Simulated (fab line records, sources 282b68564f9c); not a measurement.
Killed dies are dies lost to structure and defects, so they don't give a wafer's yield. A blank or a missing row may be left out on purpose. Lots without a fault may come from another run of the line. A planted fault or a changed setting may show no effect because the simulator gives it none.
Which tool did it? | flow rit_cmos | 14 lots, 42 wafers sampled, at 3 steps of a route of 202

WHAT THE GAUGES READ, wafer by wafer
RIT_NWELL_TW_MEAS_10. Usual: NWELL_TW 2158, standard deviation 15.
lot  | measured    | on            | NWELL_TW       | flag
L166 | day 1 20:56 | film_metro-04 | 2189 2184 2185 |
L167 | day 2 03:19 | film_metro-03 | 2134 2145 2142 |
L168 | day 2 07:37 | film_metro-03 | 2144 2147 2150 |
L169 | day 2 14:32 | film_metro-04 | 2197 2180 2190 |
L171 | day 3 00:53 | film_metro-03 | 2140 2142 2140 |
L174 | day 3 13:32 | film_metro-04 | 2171 2182 2177 |
L175 | day 3 18:03 | film_metro-03 | 1639 1640 1628 | OFF
L176 | day 4 04:37 | film_metro-03 | 1647 1638 1646 | OFF
L181 | day 4 23:58 | film_metro-02 | 2172 2160 2170 |
L182 | day 5 06:19 | film_metro-02 | 2166 2162 2159 |
L183 | day 5 09:52 | film_metro-02 | 2170 2153 2162 |
L186 | day 6 00:50 | film_metro-03 | 2151 2149 2154 |
L187 | day 6 06:04 | film_metro-03 | 2146 2146 2146 |
L188 | day 6 12:05 | film_metro-03 | 2144 2133 2153 |

RIT_WELLDRIVE_RS_MEAS_01: measures by four-point-probe. Usual: NWELL_RS 275.6 ohm/sq, standard deviation 0.85.
lot  | measured    | on            | NWELL_RS (ohm/sq) | flag
L166 | day 2 04:09 | film_metro-04 | 275.5 275.9 275.4 |
L167 | day 2 10:21 | film_metro-04 | 276.8 276.8 276.7 |
L168 | day 2 16:42 | film_metro-02 | 275.0 275.2 274.7 |
L169 | day 2 21:47 | film_metro-03 | 276.3 277.0 276.2 |
L171 | day 3 07:46 | film_metro-04 | 276.8 276.2 276.5 |
L174 | day 3 20:43 | film_metro-02 | 275.3 274.4 275.4 |
L175 | day 4 01:42 | film_metro-02 | 475.1 473.8 478.1 | OFF
L176 | day 4 11:39 | film_metro-02 | 472.8 472.6 468.3 | OFF
L181 | day 5 06:45 | film_metro-02 | 274.6 274.2 274.1 |
L182 | day 5 13:02 | film_metro-02 | 275.0 275.7 275.1 |
L183 | day 5 16:38 | film_metro-02 | 275.8 275.7 275.2 |
L186 | day 6 08:15 | film_metro-04 | 275.5 275.3 276.2 |
L187 | day 6 13:27 | film_metro-04 | 277.0 276.1 275.4 |
L188 | day 6 18:47 | film_metro-04 | 275.2 275.6 274.9 |

WHICH TOOL RAN EACH LOT (tool, then ch and the chambers of the sampled wafers, then the start)
lot  | RIT_NWELL_IMPLANT_08
L166 | implanter-03 ch 0, day 1 20:38
L167 | implanter-02 ch 0, day 2 03:00
L168 | implanter-04 ch 0, day 2 07:18
L169 | implanter-04 ch 0, day 2 14:14
L171 | implanter-04 ch 0, day 3 00:34
L174 | implanter-02 ch 0, day 3 13:14
L175 | implanter-04 ch 0, day 3 17:46
L176 | implanter-04 ch 0, day 4 04:19
L181 | implanter-02 ch 0, day 4 23:38
L182 | implanter-02 ch 0, day 5 06:01
L183 | implanter-03 ch 0, day 5 09:32
L186 | implanter-03 ch 0, day 6 00:32
L187 | implanter-02 ch 0, day 6 05:47
L188 | implanter-02 ch 0, day 6 11:46
- RIT_NWELL_IMPLANT_08

WHAT THE TOOLS THEMSELVES READ (means of the sampled wafers that have a number; where no wafer has one, the mark that the record gives instead)
RIT_NWELL_IMPLANT_08. Usual: dose_ions_cm2 5e+13, standard deviation 5.9e+10; faraday_current_uA 159, standard deviation 3.1.
lot  | tool         | dose_ions_cm2 | faraday_current_uA | flag
L166 | implanter-03 | 5e+13         | 160                |
L167 | implanter-02 | 5e+13         | 157                |
L168 | implanter-04 | 5e+13         | 159                |
L169 | implanter-04 | 5e+13         | 161                |
L171 | implanter-04 | 5e+13         | 157                |
L174 | implanter-02 | 5e+13         | 157                |
L175 | implanter-04 | 2e+13         | 66                 | OFF
L176 | implanter-04 | 2e+13         | 67                 | OFF
L181 | implanter-02 | 5e+13         | 160                |
L182 | implanter-02 | 5e+13         | 160                |
L183 | implanter-03 | 5e+13         | 157                |
L186 | implanter-03 | 5e+13         | 161                |
L187 | implanter-02 | 5e+13         | 159                |
L188 | implanter-02 | 5e+13         | 157                |

THE ANSWER, worked out from the rows above alone
Rule: a lot is off if the mean of its wafers that have a number lies more than 3 standard deviations from the usual mean. A lot without any number at a reading at which 4 lots or more have one is off too. The other lots that the step has rows for count as sound. The gauges are gone through in route order, then the tools' own readings, and for those a lot's mean is taken as printed above. The first step at which some lot is off is used, and at that step the reading that is off furthest; a lot without a number counts as furthest.
Off: L175, L176, at RIT_NWELL_TW_MEAS_10 (NWELL_TW).
A tool fits if, at a process step before that reading, it ran every lot that is off, and no sound lot after the first of them. The gauges at RIT_NWELL_TW_MEAS_10 aren't tried: what is off there is off at RIT_WELLDRIVE_RS_MEAS_01 too, on other tools, and a gauge's error can't cause that. One fits: implanter-04 at RIT_NWELL_IMPLANT_08. Its last sound lot is L171 (day 3 00:34), its first lot that is off L175 (day 3 17:46): a fault that began between those two fits.
The tool's own readings at RIT_NWELL_IMPLANT_08 bear it out: on the lots that are off they differ by more than 5 times the standard deviation of the sound lots' means. dose_ions_cm2 reads 2e+13 there against 5e+13 on the sound lots; faraday_current_uA reads 66 there against 159 on the sound lots.

WHAT THE SIMULATOR HAD PUT IN
Process parameter drift: implanter-04, from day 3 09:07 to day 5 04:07, at RIT_NWELL_IMPLANT_08. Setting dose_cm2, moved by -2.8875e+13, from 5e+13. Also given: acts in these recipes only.
Lots struck among those shown: L175, L176. The rule above found the same.
